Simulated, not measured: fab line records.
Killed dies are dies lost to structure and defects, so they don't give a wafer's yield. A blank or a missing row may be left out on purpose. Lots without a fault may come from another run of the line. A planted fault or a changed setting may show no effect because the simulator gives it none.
Split-lot trial | flow rit_cmos | 5 lots, 23 wafers read, on a route of 202 steps

== THE SPLIT ==
At RIT_PRETRO_IMPLANT_08, the setting dose_cm2 was moved away from the recipe's 1.2e+13 on 11 of the 23 wafers read, by -5.4% to +7.4%. All remaining wafers had this setting at the recipe value.

== FROM THE SPLIT TO THE READING: what the file shows between them, 1 step ==
- RIT_PRETRO_STRIP_09: strips in O2, time 180 s

== THE READING ==
PRETRO_TW, at RIT_PRETRO_TW_MEAS_10. Typical for fault-free wafers on this fab line: 475.4, with standard deviation 2.9.

wafer  | tool, chamber at the split | dose_cm2 as run | against the recipe | PRETRO_TW | against lot-mates on the recipe
L075.1 | implanter-01, 0            | 1.144e+13       | -4.7%              | 465.9     | -7.5
L075.2 | implanter-01, 0            | 1.144e+13       | -4.7%              | 466.1     | -7.3
L075.3 | implanter-01, 0            | 1.144e+13       | -4.7%              | 469.0     | -4.4
L075.5 | implanter-01, 0            | 1.2e+13         | recipe             | 473.5     | -
L075.6 | implanter-01, 0            | 1.2e+13         | recipe             | 473.3     | -
L077.2 | implanter-04, 0            | 1.157e+13       | -3.6%              | 470.0     | -3.0
L077.3 | implanter-04, 0            | 1.157e+13       | -3.6%              | 469.7     | -3.3
L077.4 | implanter-04, 0            | 1.2e+13         | recipe             | 474.9     | -
L077.5 | implanter-04, 0            | 1.2e+13         | recipe             | 468.2     | -
L077.6 | implanter-04, 0            | 1.2e+13         | recipe             | 476.0     | -
L081.1 | implanter-01, 0            | 1.135e+13       | -5.4%              | 468.4     | -7.6
L081.2 | implanter-01, 0            | 1.135e+13       | -5.4%              | 468.8     | -7.1
L081.3 | implanter-01, 0            | 1.135e+13       | -5.4%              | 470.0     | -5.9
L081.4 | implanter-01, 0            | 1.2e+13         | recipe             | 476.4     | -
L081.5 | implanter-01, 0            | 1.2e+13         | recipe             | 475.5     | -
L083.1 | implanter-03, 0            | 1.2e+13         | recipe             | 475.4     | -
L083.2 | implanter-03, 0            | 1.2e+13         | recipe             | 474.7     | -
L083.3 | implanter-03, 0            | 1.2e+13         | recipe             | 477.7     | -
L084.1 | implanter-01, 0            | 1.2e+13         | recipe             | 477.1     | -
L084.3 | implanter-01, 0            | 1.289e+13       | +7.4%              | 487.4     | +10.3
L084.4 | implanter-01, 0            | 1.289e+13       | +7.4%              | 485.7     | +8.6
L084.5 | implanter-01, 0            | 1.289e+13       | +7.4%              | 489.0     | +11.9
L084.6 | implanter-01, 0            | 1.2e+13         | recipe             | 477.1     | -

THE FIT
A straight line over all 23 wafers: PRETRO_TW changes by +1.53 for each +1% of dose_cm2; r = +0.94; the points scatter about the line by 2.2.
The same after taking each lot's own level away (the mean of its wafers on the recipe; 23 wafers): +1.32 for each +1%; r = +0.95; scatter 1.7.
That fit puts the effect of the largest move of dose_cm2 on the reading at 9.8.
The lots' own levels span 473.03 to 477.10, that is 1.4 times the standard deviation above.
Hence the slope depends on the lot-to-lot level, as the two fits are not the same.
Check: with one of the wafers moved furthest among these (+7.4%) left out of the fit, the line predicts +9.94 for it against its lot-mates. Against them it came out at +10.3.

== FURTHER SPLITS ON THESE WAFERS ==
Other splits were also applied to these wafers ahead of the reading. Each is held against what the fit with the lots' levels taken away leaves over:
other split on the same wafers   | wafers away from the commonest value | r with PRETRO_TW (lot level and that fit taken away)
RIT_ACTIVE_OXIDATION_01 temp_c   | 15                                   | +0.05
RIT_ACTIVE_CVD_03 pressure_mtorr | 18                                   | +0.12
RIT_FOX2_WET_ETCH_03 time_s      | 10                                   | +0.03
RIT_NWELL_IMPLANT_08 energy_kev  | 9                                    | -0.07
RIT_PWELL_IMPLANT_08 dose_cm2    | 10                                   | +0.17
RIT_NRETRO_IMPLANT_08 energy_kev | 11                                   | -0.20

== THE FILE'S OWN FIT ==
PRETRO_TW changes by +1.3 for each +1% of dose_cm2, r = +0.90.
